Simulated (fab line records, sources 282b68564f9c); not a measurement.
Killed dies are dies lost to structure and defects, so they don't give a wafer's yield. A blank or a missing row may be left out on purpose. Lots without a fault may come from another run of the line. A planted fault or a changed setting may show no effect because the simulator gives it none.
A struck lot beside a sound one | flow rit_cmos | 17 steps out of a route of 202
Sound: wafers L953.1, L953.2, L953.3. Struck: wafers L948.4, L948.5, L948.6. The cause comes at the end.
At each step with rows: each side's tool, then ch and its chambers, then its first start. Under that, the readings that differ: sound wafers | struck wafers | difference of the means | sigmas: that difference in standard deviations of wafers without a fault.
alike: readings whose means differ by less than 2 such deviations, and words and numbers that are the same on both sides. not compared: withheld readings, readings that some wafer has no value for, bounds like >300 that may hide the same value, and numbers for which the record gives no deviation and whose values overlap.
The two part at a step that has a row with sigmas, a row that says differs or no value, or rows on one side only. Numbers that don't overlap but have no deviation are shown without sigmas and don't part them. A reading that every wafer of one side lacks parts them only if that side has two wafers or more.

first, 1 step without rows for these wafers: RIT_PSD_IMPLANT_08.
RIT_PSD_STRIP_09: strips in O2, time 180 s.
  sound on plasma_asher-03 ch 0,1, day 6 20:50; struck on plasma_asher-04 ch 0,1, day 5 18:27
  alike: drypump_motor_current_A
  not compared: rf_hours_counter_h
RIT_PSD_TW_MEAS_10:
  sound on film_metro-03, day 6 21:01; struck on film_metro-04, day 5 18:35
  reading | sound          | struck         | difference | sigmas
  PSD_TW  | 3439 3431 3465 | 3398 3403 3399 | -45        | -2
then, 3 steps without rows for these wafers: RIT_SDANNEAL_CLEAN_00 (cleans in SC1, time 608.5 s); RIT_SDANNEAL_CLEAN_01 (cleans in dHF, time 30 s); RIT_SDANNEAL_CLEAN_02 (cleans in SC2, time 600 s).
RIT_SDANNEAL_RTA_03: time 5 s.
  sound on rtp_anneal-01 ch 0, day 6 21:28; struck on rtp_anneal-02 ch 0, day 5 19:01
  alike: wafer_temp_C_max
RIT_SDANNEAL_RS_MEAS_04: measures by four-point-probe.
  sound on film_metro-04, day 6 21:32; struck on film_metro-02, day 5 19:07
  alike: PSD_RS
RIT_SDANNEAL_RS_MEAS_05: measures by four-point-probe.
  sound on film_metro-04, day 6 21:39; struck on film_metro-02, day 5 19:14
  alike: NSD_RS
RIT_SDANNEAL_RS_MEAS_06: measures by four-point-probe.
  sound on film_metro-04, day 6 21:46; struck on film_metro-02, day 5 19:21
  alike: PLDD_RS
RIT_SDANNEAL_RS_MEAS_07: measures by four-point-probe.
  sound on film_metro-04, day 6 21:53; struck on film_metro-02, day 5 19:28
  alike: NLDD_RS
then, 1 step without rows for these wafers: RIT_SILICIDE_WET_ETCH_00 (etches SiO2 in BOE, target depth 14 nm, time 15 s).
RIT_SILICIDE_SPUTTER_01: material Ti, target thk 30 nm, time 240 s.
  sound on pvd_sputter-03, day 6 22:01; struck on pvd_sputter-01, day 5 19:32
  no value came back on the struck wafers for cathode_dc_power_W (W), chamber_pressure_pa (Pa), throttle_valve_pct (%); on the sound wafers cathode_dc_power_W (W) reads 338.09 338.03 338.13
RIT_SILICIDE_RS_MEAS_02: measures by four-point-probe.
  sound on film_metro-03, day 6 22:10; struck on film_metro-01, day 5 19:45
  reading                 | sound          | struck | difference                    | sigmas
  SILICIDE_TI_RS (ohm/sq) | 51.4 51.0 51.7 | - - -  | no value on the struck wafers |
RIT_SILICIDE_THK_MEAS_03: measures by xrf.
  sound on film_metro-03, day 6 22:17; struck on film_metro-01, day 5 19:50
  reading              | sound          | struck         | difference | sigmas
  SILICIDE_TI_THK (nm) | 28.8 28.9 28.6 | <0.0 <0.0 <0.0 | differs    |
RIT_SILICIDE_RTA_04: time 10 s, ramp up 5 s, ramp down 5 s.
  sound on rtp_anneal-02 ch 0, day 6 22:21; struck on rtp_anneal-01 ch 0, day 5 19:55
  alike: wafer_temp_C_max
RIT_M1_PROBE_99:
  sound on prober-02, day 7 04:56; struck on prober-01, day 6 02:41
  reading             | sound  | struck      | difference | sigmas
  killed_at_front_end | 6 6 11 | 264 264 264 | +256       | +88
  killed_dies         | 6 6 11 | 264 264 264 | +256       | +88
  killed_on_rim       | 2 1 2  | 70 70 70    | +68        | +49
  alike: killed_open, killed_short

WHERE THEY PART
First at RIT_PSD_TW_MEAS_10; last, within this record, at RIT_M1_PROBE_99.

WHY: what the simulator had put in
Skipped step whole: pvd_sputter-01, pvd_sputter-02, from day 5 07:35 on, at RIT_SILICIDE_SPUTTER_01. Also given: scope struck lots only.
